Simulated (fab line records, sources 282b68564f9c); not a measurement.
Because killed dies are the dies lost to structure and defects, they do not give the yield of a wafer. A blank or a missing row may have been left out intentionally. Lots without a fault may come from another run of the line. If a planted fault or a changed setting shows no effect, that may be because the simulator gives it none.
Split-lot trial ; flow rit-cmos ; 5 lots, 23 wafers read, on a route of 202 steps

== THE SPLIT ==
At RIT_ACTIVE_OXIDATION_01 (target thk 46.8 nm, ox time 3360 s), the setting ox-time-s was moved away from the recipe's 3360 s on 15 of the 23 wafers read, by -10.4% to +8.3%. All remaining wafers had this setting at the recipe value.

The split's own step is where the reading is taken.

== THE READING ==
SiO2_of_ACTIVE_OXIDATION_01.thk-nm (the simulator's own value, which no gauge read), in nm, at RIT_ACTIVE_OXIDATION_01 (target thk 46.8 nm, ox time 3360 s). There is no usual value for it anywhere in the file. The 8 wafers here that ran the recipe average 46.67 nm, standard deviation 0.52 nm.

wafer;tool, chamber at the split;ox-time-s as run, s;against the recipe;SiO2_of_ACTIVE_OXIDATION_01.thk-nm, nm;against lot-mates on the recipe
L074.2;furnace-01, 0;3360;recipe;47.62;-
L074.3;furnace-01, 0;3360;recipe;46.85;-
L074.6;furnace-01, 0;3360;recipe;47.07;-
L075.1;-, -;3486;+3.8%;47.46;no lot-mate on the recipe
L075.2;-, -;3486;+3.8%;47.4;no lot-mate on the recipe
L075.3;-, -;3486;+3.8%;48.3;no lot-mate on the recipe
L075.5;-, -;3486;+3.8%;47.31;no lot-mate on the recipe
L075.6;-, -;3486;+3.8%;47.07;no lot-mate on the recipe
L079.1;-, -;3638;+8.3%;49.03;no lot-mate on the recipe
L079.2;-, -;3638;+8.3%;49.19;no lot-mate on the recipe
L079.3;-, -;3638;+8.3%;49.02;no lot-mate on the recipe
L079.5;-, -;3638;+8.3%;48.87;no lot-mate on the recipe
L079.6;-, -;3638;+8.3%;48.59;no lot-mate on the recipe
L083.1;-, -;3360;recipe;46.42;-
L083.2;-, -;3360;recipe;45.82;-
L083.3;-, -;3360;recipe;46.18;-
L083.5;-, -;3360;recipe;46.71;-
L083.6;-, -;3360;recipe;46.7;-
L084.1;-, -;3011;-10.4%;44.73;no lot-mate on the recipe
L084.2;-, -;3011;-10.4%;44.78;no lot-mate on the recipe
L084.3;-, -;3011;-10.4%;45.74;no lot-mate on the recipe
L084.4;-, -;3011;-10.4%;45.33;no lot-mate on the recipe
L084.6;-, -;3011;-10.4%;44.64;no lot-mate on the recipe

THE FIT
A straight line over all 23 wafers: SiO2_of_ACTIVE_OXIDATION_01.thk-nm changes by +0.202 nm for each +1% of ox-time-s; r = +0.93; the points scatter about the line by 0.52 nm.
Too few moved wafers have a lot-mate on the recipe to fit a line with each lot's own level taken away.

== FILE'S OWN FIT ==
SiO2_of_ACTIVE_OXIDATION_01.thk-nm changes by +0.202 nm for each +1% of ox-time-s, r = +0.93.
